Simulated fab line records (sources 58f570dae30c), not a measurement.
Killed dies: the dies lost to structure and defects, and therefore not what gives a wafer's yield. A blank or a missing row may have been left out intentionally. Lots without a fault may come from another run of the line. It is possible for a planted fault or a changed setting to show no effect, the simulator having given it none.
Which of the tools did it? | flow berkeleyCmos170 | 21 wafers from 7 lots sampled at 2 of the route's 331 steps

== WHAT THE GAUGES SHOWED, per wafer ==
UCB170_SPACER_THK_MEAS_01.
lot  | measured     | on           | SPACER_TEOS_THK (nm)
L638 | day 7 14:56  | filmMetro-04 | 372 377 382
L640 | day 8 13:28  | filmMetro-04 | 374 377 382
L642 | day 8 23:18  | filmMetro-04 | 366 379 374
L649 | day 10 08:34 | filmMetro-02 | 340 345 346
L653 | day 11 03:19 | filmMetro-02 | 370 374 370
L654 | day 11 14:41 | filmMetro-04 | 365 366 378
L657 | day 12 05:15 | filmMetro-02 | 373 374 377

== WHICH TOOL RAN EACH LOT (tool, then ch and the chambers of the sampled wafers, then the start) ==
lot  | UCB170_SPACER_CVD_00
L638 | pecvd-02 ch 0,1, day 7 14:54
L640 | pecvd-02 ch 1,2, day 8 13:25
L642 | pecvd-03 ch 1,2, day 8 23:14
L649 | pecvd-01 ch 0,1,2, day 10 08:31
L653 | pecvd-02 ch 0,2, day 11 03:16
L654 | pecvd-02 ch 0,1,2, day 11 14:38
L657 | pecvd-02 ch 0,2, day 12 05:13
- UCB170_SPACER_CVD_00: deposits SiO2 from TEOS/O2, target thk 376 nm, time 47 s.

== THE ANSWER, worked out from the rows above alone ==
Rule: the lots themselves supply what counts as usual. The widest of any qualifying gaps counts: lots, ordered by their means at a reading, are off when they make up no more than a third of the lots, leave a main group of 4 or more, and stand apart from it by 3 or more times the standard deviation of that group's means. A main group is skipped when, at the precision printed for the reading in the tables above, its means are all equal. A lot without any number at a reading at which 4 lots or more have one is off too. All remaining lots with rows at the step are treated as sound.
Off: L649, seen at UCB170_SPACER_THK_MEAS_01 (SPACER_TEOS_THK). The main group: mean 374 nm, standard deviation 2.9.
If a tool, at a process step before that reading, ran all the lots that are off and no sound lot after the first of them, it fits. Gauges at UCB170_SPACER_THK_MEAS_01: tried the same way as those tools. One fits: pecvd-01 at UCB170_SPACER_CVD_00. It ran no sound lot before its first lot that is off in this sample, so the start can't be narrowed down.

== WHAT THE SIMULATOR HAD PUT IN ==
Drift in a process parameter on pecvd-01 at UCB170_SPACER_CVD_00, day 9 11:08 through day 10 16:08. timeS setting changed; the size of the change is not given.
Shown lots that were struck: L649. The rule above found the same.
